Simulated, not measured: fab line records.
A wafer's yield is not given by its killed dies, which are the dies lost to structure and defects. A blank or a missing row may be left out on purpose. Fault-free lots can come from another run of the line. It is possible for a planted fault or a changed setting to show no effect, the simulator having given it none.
Comparing a struck lot with a sound one | flow rit cmos | 23 out of 202 route steps
Sound: these wafers, L630.2, L630.3, L630.5. Wafers struck: L636.4, L636.5, L636.6. The cause is given at the end.
Order at every step that has rows: each side's tool, ch and its chambers, its first start. Under that, the readings that differ: sound wafers | struck wafers | difference of the means | sigmas: that difference in standard deviations of wafers without a fault.
alike: words and numbers the same on both sides, and readings whose means are apart by under 2 such deviations; not compared: readings that were withheld, readings missing a value for some wafer, numbers with overlapping values and no deviation given by the record, and bounds like >300 which may hide the same value.
The two part at a step that has a row with sigmas, a row that says differs or no value, or rows on one side only. Numbers that don't overlap but have no deviation are shown without sigmas and don't part them. A reading that every wafer of one side lacks parts them only if that side has two wafers or more.

RIT_CONTACT_CD_MEAS_08: target cd 1000 nm.
  struck on cd sem-01, day 6 12:42; sound on cd sem-01, day 5 05:45
  alike: cd nm
RIT_CONTACT_OVL_MEAS_09:
  struck on overlay-01, day 6 12:47; sound on overlay-01, day 5 05:51
  alike: CONTACT_OVL
then, 1 step without rows for these wafers: RIT_CONTACT_HARDBAKE_10 (time 60 s).
RIT_CONTACT_ETCH_11: etches SiO2 in CHF3/CF4/Ar, stops on TiSi2, target depth 480 nm, time 320 s.
  sound on rie diel-04 ch 0,2, day 5 06:02; struck on rie diel-04 ch 0,1,2, day 6 13:03
  alike: drypump motor current A, oes product au, rf fwd power W, throttle valve pct
  not compared: rf hours counter h
RIT_CONTACT_STRIP_12: strips in O2, time 180 s.
  sound on plasma asher-02 ch 0,1, day 5 06:14; struck on plasma asher-01 ch 0,1, day 6 13:12
  alike: drypump motor current A
  not compared: rf hours counter h
RIT_CONTACT_CD_MEAS_90: target cd 1000 nm.
  struck on cd sem-01, day 6 13:23; sound on cd sem-01, day 5 06:25
  alike: cd nm
then, 2 steps without rows for these wafers: RIT_CONTACT_CLEAN_13 (cleans in SC1, time 600 s); RIT_CONTACT_CLEAN_14 (cleans in SC2, time 600 s).
RIT_M1_SPUTTER_00: material Al, target thk 400 nm, time 500 s.
  struck on pvd sputter-01, day 6 13:47; sound on pvd sputter-01, day 5 06:53
  alike: throttle valve pct
RIT_M1_RS_MEAS_01: measurement is done with a four-point probe.
  struck on film metro-02, day 6 14:08; sound on film metro-01, day 5 07:12
  alike: M1_AL_RS
RIT_M1_THK_MEAS_02: measures by xrf.
  struck on film metro-02, day 6 14:14; sound on film metro-01, day 5 07:19
  alike: M1_AL_THK
then, 1 step without rows for these wafers: RIT_M1_HMDS_03 (prime time 60 s).
RIT_M1_COAT_04: resist thk 1300 nm.
  sound on litho track-01 ch 0, day 5 07:32; struck on litho track-04 ch 0, day 6 14:29
  reading                                 | sound          | struck         | difference | sigmas
  model.NOVOLAK_of_M1_COAT_04.thk nm (nm) | 1296 1297 1297 | 1014 1016 1016 | -281       |
then, 4 steps without rows for these wafers: RIT_M1_SOFTBAKE_05 (time 60 s); RIT_M1_EXPOSE_06 (exposes mask M12, target cd 2600 nm); RIT_M1_PEB_07; RIT_M1_DEVELOP_08 (develop time 68 s).
RIT_M1_CD_MEAS_09: target cd 2600 nm.
  struck on cd sem-01, day 6 15:22; sound on cd sem-01, day 5 08:16
  reading    | sound                | struck               | difference | sigmas
  cd nm (nm) | 2603.6 2601.6 2601.8 | 2573.6 2572.5 2573.2 | -29.2      | -14
RIT_M1_OVL_MEAS_10:
  struck on overlay-02, day 6 15:27; sound on overlay-01, day 5 08:22
  alike: M1_OVL
then, 1 step without rows for these wafers: RIT_M1_HARDBAKE_11 (time 120 s).
RIT_M1_METAL_ETCH_12: etches Al in Cl2/BCl3, stops on SiO2, time 165 s, target depth 600 nm.
  sound on rie metal-02 ch 0,1, day 5 08:39; struck on rie metal-02 ch 0,1, day 6 15:46
  reading                                 | sound             | struck            | difference | sigmas
  rf fwd power W (W)                      | 250.3 249.6 250.4 | 248.2 248.5 249.1 | -1.5       | -2
  model.NOVOLAK_of_M1_COAT_04.thk nm (nm) | 809.3 811.4 806.6 | 569.2 571.5 566.7 | -240.0     |
  model.M1.cd nm (nm)                     | 2604 2602 2601    | 2576 2575 2573    | -28        |
  alike: drypump motor current A, oes product au, throttle valve pct
  not compared: rf hours counter h
then, 1 step without rows for these wafers: RIT_M1_STRIP_13 (strips in nmp, time 600 s).
RIT_M1_PROBE_99:
  struck on prober-01, day 6 18:17; sound on prober-01, day 5 11:00
  reading                      | sound          | struck         | difference | sigmas
  model.etest.m1.width nm (nm) | 2600 2602 2591 | 2581 2578 2574 | -20        |
  alike: defect limited yield, killed at contacts, killed at front end, killed dies, killed open, killed short, sort_bin_3_pad_short, sort_bin_5_function, sort_bin_6_memory, sort n pass, sort yield pct

== WHERE THEY PART ==
Earliest at RIT_M1_CD_MEAS_09; latest, in this record, at RIT_M1_METAL_ETCH_12. Later steps at which nothing parts them and some readings are alike: RIT_M1_PROBE_99.

WHY: whatever the simulator had introduced
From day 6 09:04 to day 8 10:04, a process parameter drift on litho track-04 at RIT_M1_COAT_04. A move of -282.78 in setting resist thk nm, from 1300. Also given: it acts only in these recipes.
